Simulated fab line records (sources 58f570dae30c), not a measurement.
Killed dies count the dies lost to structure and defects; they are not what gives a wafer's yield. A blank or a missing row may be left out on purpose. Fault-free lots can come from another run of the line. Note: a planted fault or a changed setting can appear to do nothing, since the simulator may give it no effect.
Which of the tools did it? | flow berkeleyCmos170 | 14 lots with 42 wafers sampled at 4 steps, on a route of 331 steps

## WHAT EACH GAUGE READ, for each wafer
UCB170_ACTIVE_OVL_MEAS_14. Usual: ACTIVE_OVL typically reads 0 nm, with standard deviation 6.4.
lot  | measured     | on         | ACTIVE_OVL (nm) | flag
L126 | day 4 14:25  | overlay-02 | 2 1 1           | 
L125 | day 4 22:32  | overlay-02 | -1 5 7          | 
L127 | day 4 22:44  | overlay-02 | -16 -8 -9       | 
L128 | day 4 22:50  | overlay-01 | 2 6 3           | 
L129 | day 5 12:18  | overlay-02 | -3 6 1          | 
L130 | day 6 02:29  | overlay-01 | -2 -3 0         | 
L134 | day 6 17:49  | overlay-01 | -8 -6 -5        | 
L136 | day 7 03:40  | overlay-02 | -7 -6 -5        | 
L139 | day 7 21:08  | overlay-01 | 5 0 -1          | 
L140 | day 8 15:46  | overlay-02 | 5 7 1           | 
L143 | day 9 03:49  | overlay-01 | -2 1 -5         | 
L147 | day 9 14:47  | overlay-01 | 3 1 2           | 
L146 | day 9 15:02  | overlay-02 | 2 2 -3          | 
L148 | day 10 06:59 | overlay-02 | 3 -2 -5         | 

UCB170_NVT_OVL_MEAS_06. Usual: NVT_OVL typically reads -3 nm, with standard deviation 6.5.
lot  | measured     | on         | NVT_OVL (nm) | flag
L126 | day 6 04:49  | overlay-02 | 9 7 -4       | 
L125 | day 6 14:04  | overlay-01 | -13 -13 -6   | 
L127 | day 6 14:18  | overlay-02 | -6 0 -9      | 
L128 | day 6 13:48  | overlay-02 | -1 3 0       | 
L129 | day 7 04:54  | overlay-01 | 3 0 6        | 
L130 | day 7 20:44  | overlay-02 | -4 2 4       | 
L134 | day 8 12:53  | overlay-02 | -5 -6        | 
L136 | day 9 10:49  | overlay-02 | 6 2          | 
L139 | day 9 19:49  | overlay-01 | -12 -9 1     | 
L140 | day 10 08:50 | overlay-02 | -6 -4 -2     | 
L143 | day 10 16:47 | overlay-01 | -10 -13 -13  | 
L147 | day 11 05:47 | overlay-02 | 1 -6 2       | 
L146 | day 11 06:00 | overlay-02 | -7 -6 -4     | 
L148 | day 11 19:32 | overlay-01 | 1 -5 -1      | 

## TOOL THAT RAN EACH LOT (tool first, then ch and the chambers of the sampled wafers, then the start)
lot  | UCB170_ACTIVE_ETCH_15            | UCB170_ACTIVE_STRIP_16
L126 | rieDiel-02 ch 0,1, day 4 14:26   | plasmaAsher-01 ch 0,1, day 4 14:34
L125 | rieDiel-02 ch 0,1,2, day 4 22:34 | plasmaAsher-02 ch 0,1, day 4 22:41
L127 | rieDiel-01 ch 1,2,3, day 4 22:46 | plasmaAsher-03 ch 0,1, day 4 22:52
L128 | rieDiel-02 ch 0,1,2, day 4 22:53 | plasmaAsher-02 ch 1, day 4 22:59
L129 | rieDiel-01 ch 0,1,2, day 5 12:20 | plasmaAsher-02 ch 0,1, day 5 12:26
L130 | rieDiel-02 ch 0,2,3, day 6 02:31 | plasmaAsher-03 ch 0,1, day 6 02:37
L134 | rieDiel-04 ch 0,1,2, day 6 17:50 | plasmaAsher-01 ch 0,1, day 6 17:56
L136 | rieDiel-04 ch 0,1,2, day 7 03:41 | plasmaAsher-03 ch 0,1, day 7 03:47
L139 | rieDiel-02 ch 0,1,3, day 7 21:10 | plasmaAsher-03 ch 0,1, day 7 21:16
L140 | rieDiel-01 ch 0,1,3, day 8 15:47 | plasmaAsher-03 ch 1, day 8 15:53
L143 | rieDiel-01 ch 1,2, day 9 03:52   | plasmaAsher-02 ch 0,1, day 9 03:58
L147 | rieDiel-02 ch 1,2,3, day 9 14:50 | plasmaAsher-01 ch 1, day 9 14:56
L146 | rieDiel-01 ch 0,1,2, day 9 15:04 | plasmaAsher-03 ch 0,1, day 9 15:10
L148 | rieDiel-04 ch 2,3, day 10 07:01  | plasmaAsher-01 ch 0,1, day 10 07:07
- UCB170_ACTIVE_ETCH_15: etches Si3N4 in CH3F/Ar/O2, stops on SiO2, target depth 242 nm, time 151 s.
- UCB170_ACTIVE_STRIP_16: strips in O2.

## AS READ BY THE TOOLS THEMSELVES (means over the sampled wafers that have a number; for cases with no such wafer, the mark the record gives instead)
UCB170_ACTIVE_ETCH_15. Usual: chamberPressureMTorr 50.00 mTorr, standard deviation 0.047; drypumpMotorCurrentA 5.7 A, standard deviation 0.46; oesProductAu 0.939 a.u., standard deviation 0.013; rfFwdPowerW 447.9 W, standard deviation 1.5; throttleValvePct 8.01 %, standard deviation 0.12.
lot  | tool       | chamberPressureMTorr (mTorr) | drypumpMotorCurrentA (A) | oesProductAu (a.u.) | rfFwdPowerW (W) | throttleValvePct (%) | flag
L126 | rieDiel-02 | 50.02                        | 5.8                      | 0.930               | 447.7           | 8.04                 | 
L125 | rieDiel-02 | 49.97                        | 5.9                      | 0.931               | 449.4           | 8.07                 | 
L127 | rieDiel-01 | 50.02                        | 5.3                      | 0.925               | 448.1           | 8.02                 | 
L128 | rieDiel-02 | 49.99                        | 5.9                      | 0.934               | 447.8           | 8.07                 | 
L129 | rieDiel-01 | 50.06                        | 5.3                      | 0.939               | 448.4           | 7.96                 | 
L130 | rieDiel-02 | 50.02                        | 5.7                      | 0.937               | 446.0           | 8.06                 | 
L134 | rieDiel-04 | 49.98                        | 6.1                      | 0.936               | 374.8           | 7.93                 | OFF
L136 | rieDiel-04 | 50.03                        | 6.1                      | 0.934               | 375.9           | 7.94                 | OFF
L139 | rieDiel-02 | 50.06                        | 5.7                      | 0.937               | 449.0           | 8.05                 | 
L140 | rieDiel-01 | 49.99                        | 5.2                      | 0.949               | 447.4           | 7.90                 | 
L143 | rieDiel-01 | 49.98                        | 5.3                      | 0.942               | 447.0           | 8.00                 | 
L147 | rieDiel-02 | 49.99                        | 5.8                      | 0.950               | 448.8           | 8.07                 | 
L146 | rieDiel-01 | 49.97                        | 5.3                      | 0.938               | 448.5           | 7.97                 | 
L148 | rieDiel-04 | 49.98                        | 5.5                      | 0.931               | 449.1           | 8.14                 | 

UCB170_ACTIVE_STRIP_16. Usual: chamberPressureMTorr 3500 mTorr, standard deviation 3.4; drypumpMotorCurrentA 5.6 A, standard deviation 0.59; oesProductAu 0.712 a.u., standard deviation 0.0042; stripTimeToEndpointS 18.44 s, standard deviation 0.077.
lot  | tool           | chamberPressureMTorr (mTorr) | drypumpMotorCurrentA (A) | oesProductAu (a.u.) | stripTimeToEndpointS (s) | flag
L126 | plasmaAsher-01 | 3501                         | 5.5                      | 0.713               | 18.50                    | 
L125 | plasmaAsher-02 | 3504                         | 6.0                      | 0.715               | 18.47                    | 
L127 | plasmaAsher-03 | 3497                         | 5.2                      | 0.718               | 18.42                    | 
L128 | plasmaAsher-02 | 3500                         | 5.3                      | 0.714               | 18.53                    | 
L129 | plasmaAsher-02 | 3497                         | 5.6                      | 0.709               | 18.41                    | 
L130 | plasmaAsher-03 | 3500                         | 5.2                      | 0.714               | 18.44                    | 
L134 | plasmaAsher-01 | 3501                         | 5.8                      | 0.717               | 18.79                    | OFF
L136 | plasmaAsher-03 | 3502                         | 5.6                      | 0.712               | 18.66                    | 
L139 | plasmaAsher-03 | 3501                         | 5.6                      | 0.713               | 18.49                    | 
L140 | plasmaAsher-03 | 3500                         | 4.9                      | 0.714               | 18.37                    | 
L143 | plasmaAsher-02 | 3500                         | 6.0                      | 0.711               | 18.41                    | 
L147 | plasmaAsher-01 | 3501                         | 6.2                      | 0.711               | 18.51                    | 
L146 | plasmaAsher-03 | 3501                         | 5.6                      | 0.715               | 18.44                    | 
L148 | plasmaAsher-01 | 3503                         | 5.8                      | 0.713               | 18.34                    | 

## THE ANSWER, worked out from the rows above alone
Rule: take the mean of a lot's wafers that have a number; if it is more than 3 standard deviations from the usual mean, the lot is off. A lot without any number at a reading at which 4 lots or more have one is off too. Where the step has rows for the other lots, those lots are counted as sound. First the gauges in route order, then the tools' own readings, where a lot's mean is used as printed above. At the first step where some lot is off, the reading lying furthest off is the one used; lots without a number count as furthest.
Off, at UCB170_ACTIVE_ETCH_15 on rfFwdPowerW: L134, L136.
A tool fits if, at that step or a process step before it, it ran every lot that is off, and no sound lot after the first of them. Of those tried, none fits.

## WHAT THE SIMULATOR HAD PUT IN
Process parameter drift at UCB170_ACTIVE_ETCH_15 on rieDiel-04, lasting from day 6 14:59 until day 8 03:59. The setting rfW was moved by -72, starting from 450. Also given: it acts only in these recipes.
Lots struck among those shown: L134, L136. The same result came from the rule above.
